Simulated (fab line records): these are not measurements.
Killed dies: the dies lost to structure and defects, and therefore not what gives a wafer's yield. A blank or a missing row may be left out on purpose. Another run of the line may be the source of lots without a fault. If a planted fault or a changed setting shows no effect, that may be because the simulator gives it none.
Tool commonality check	flow rit_cmos	Lots sampled 15, wafers sampled 45

## WHAT PROMPTED THE OPENING
3 of 15 lots carry a flag on the reading FOX1_OXIDE_THK at RIT_FOX1_THK_MEAS_01. No-fault wafers: 349 nm, standard deviation 6.3.
Rule: a lot is flagged in two cases, either no wafer of it has a number, or all its wafers with numbers fall more than 4 standard deviations from that mean. The other lots count as sound.

lot	measured	on	FOX1_OXIDE_THK (nm), wafer by wafer	flag
L870	day 1 23:26	film_metro-02	356 356 349	
L871	day 2 04:25	film_metro-02	342 344 343	
L872	day 2 08:50	film_metro-01	345 343 340	
L873	day 2 15:14	film_metro-02	541 528 539	FLAGGED
L877	day 3 11:04	film_metro-01	517 509 504	FLAGGED
L882	day 4 12:53	film_metro-01	550 536 542	FLAGGED
L883	day 4 17:28	film_metro-03	355 352 350	
L884	day 4 20:48	film_metro-02	348 351 353	
L885	day 5 01:59	film_metro-01	347 341 347	
L886	day 5 08:46	film_metro-03	358 360 358	
L887	day 5 14:20	film_metro-02	347 340 342	
L888	day 5 17:38	film_metro-03	347 352 349	
L889	day 5 21:14	film_metro-03	345 344 348	
L890	day 6 06:00	film_metro-02	358 356 361	
L891	day 6 11:20	film_metro-03	340 339 344	
The numbers of the flagged lots are 530 nm on average: +181 nm against the usual, or +29 standard deviations.

## TOOL THAT RAN EACH LOT
The record keeps 1 process step preceding the reading, out of 202 steps on the route. Each cell gives the tool, then ch followed by the chambers the sampled wafers passed through, then the start.
lot	flag	RIT_FOX1_OXIDATION_00
L870		furnace-03 ch 0, day 1 22:07
L871		furnace-01 ch 0, day 2 03:06
L872		furnace-01 ch 0, day 2 07:30
L873	FLAGGED	furnace-01 ch 0, day 2 12:27 and furnace-03 ch 0, day 2 13:56
L877	FLAGGED	furnace-04 ch 0, day 3 08:05
L882	FLAGGED	furnace-03 ch 0, day 4 10:01
L883		furnace-04 ch 0, day 4 16:08
L884		furnace-01 ch 0, day 4 19:29
L885		furnace-01 ch 0, day 5 00:41
L886		furnace-04 ch 0, day 5 07:26
L887		furnace-03 ch 0, day 5 13:01
L888		furnace-01 ch 0, day 5 16:19
L889		furnace-03 ch 0, day 5 19:55
L890		furnace-03 ch 0, day 6 04:41
L891		furnace-01 ch 0, day 6 10:01
What these steps do:
- RIT_FOX1_OXIDATION_00: target thk 350.7 nm, ox time 1130 s.
- RIT_FOX1_THK_MEAS_01

## FLAGGED AGAINST TOTAL, ONE TOOL AT A TIME (gauges that did the reading follow at the end)
step	tool	lots run	flagged	share of the flagged lots	sound lots run after its first flagged lot
RIT_FOX1_OXIDATION_00	furnace-01	7	1	some	4 (L884,L885,L888,L891)
RIT_FOX1_OXIDATION_00	furnace-03	6	2	some	3 (L887,L889,L890)
RIT_FOX1_OXIDATION_00	furnace-04	3	1	some	2 (L883,L886)
RIT_FOX1_THK_MEAS_01	film_metro-01	4	2	some	1 (L885)
RIT_FOX1_THK_MEAS_01	film_metro-02	6	1	some	3 (L884,L887,L890)
RIT_FOX1_THK_MEAS_01	film_metro-03	5	0	none	-

## WHAT THE TABLE ALLOWS
No row of the table ran every flagged lot.

## WHAT HAD BEEN PUT IN BY THE SIMULATOR
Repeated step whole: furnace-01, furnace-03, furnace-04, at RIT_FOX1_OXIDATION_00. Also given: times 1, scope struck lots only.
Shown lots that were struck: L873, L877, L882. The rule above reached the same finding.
